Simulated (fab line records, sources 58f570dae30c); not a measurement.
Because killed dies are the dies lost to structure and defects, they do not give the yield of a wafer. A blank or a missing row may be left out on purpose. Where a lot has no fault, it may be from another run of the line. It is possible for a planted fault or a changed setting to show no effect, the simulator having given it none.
Matching of chambers -- flow berkeleyCmos170 -- UCB170_GATE_ETCH_15 on rieSi-01: 4 sister chambers
The step etches poly-Si in HBr/Cl2, stops on SiO2, time 56.3 s, target depth 278.2 nm. 16 wafers are shown with their chamber, then 8 later ones without.

WAFERS WITH THEIR CHAMBER
wafer,chamber,drypumpMotorCurrentA (A),throttleValvePct (%),runLengthS (s)
L352.1,1,5.8,26.30,85.1
L352.3,3,5.3,26.03,83.8
L352.4,2,5.0,26.12,83.8
L353.1,2,5.1,26.12,84.4
L353.4,3,5.3,26.05,83.6
L353.6,1,5.8,26.29,84.7
L354.6,3,5.3,26.03,83.8
L358.3,1,5.8,26.28,84.7
L358.4,3,5.3,26.03,83.8
L368.1,0,6.3,26.26,83.6
L368.2,1,5.8,26.31,85.0
L368.6,1,5.8,26.30,84.5
L369.2,2,5.1,26.12,84.1
L369.3,0,6.2,26.27,83.5
L369.5,1,5.8,26.30,85.1
L372.1,3,5.3,26.02,83.6

SIGNATURES (averages over the wafers above)
reading,chamber 0,chamber 1,chamber 2,chamber 3,scatter within a chamber
drypumpMotorCurrentA,6.250,5.800,5.067,5.300,0.0312
throttleValvePct,26.2650,26.2967,26.1200,26.0320,0.00941
runLengthS,83.550,84.850,84.100,83.720,0.214
Rule: a wafer's distance from a chamber is the root of the sum, over the readings, of the square of ((its reading less the chamber's mean) divided by the reading's scatter). The wafer belongs to the nearest chamber; if the next one is less than 2 further off, it can't be placed. The scatter is the square root of a quotient: the sum, over the shown wafers, of each reading's squared deviation from its chamber's mean, divided by wafers minus chambers.

WAFERS MISSING THEIR CHAMBER
wafer,drypumpMotorCurrentA (A),throttleValvePct (%),runLengthS (s)
L372.2,5.1,26.10,83.7
L372.6,6.2,26.28,83.5
L374.1,6.3,26.28,83.6
L374.2,5.1,26.12,83.9
L374.6,5.8,26.32,84.4
L375.3,5.1,26.13,84.2
L375.4,6.2,26.26,83.4
L375.6,5.1,26.11,83.8

WHICH CHAMBER EACH ONE RAN IN
wafer,from the rows above,in truth
L372.2,2,2
L372.6,0,0
L374.1,0,0
L374.2,2,2
L374.6,1,1
L375.3,2,2
L375.4,0,0
L375.6,2,2
Placed correctly: 8 of 8. Left unplaced by these rows: 0. 0 placed wrongly.
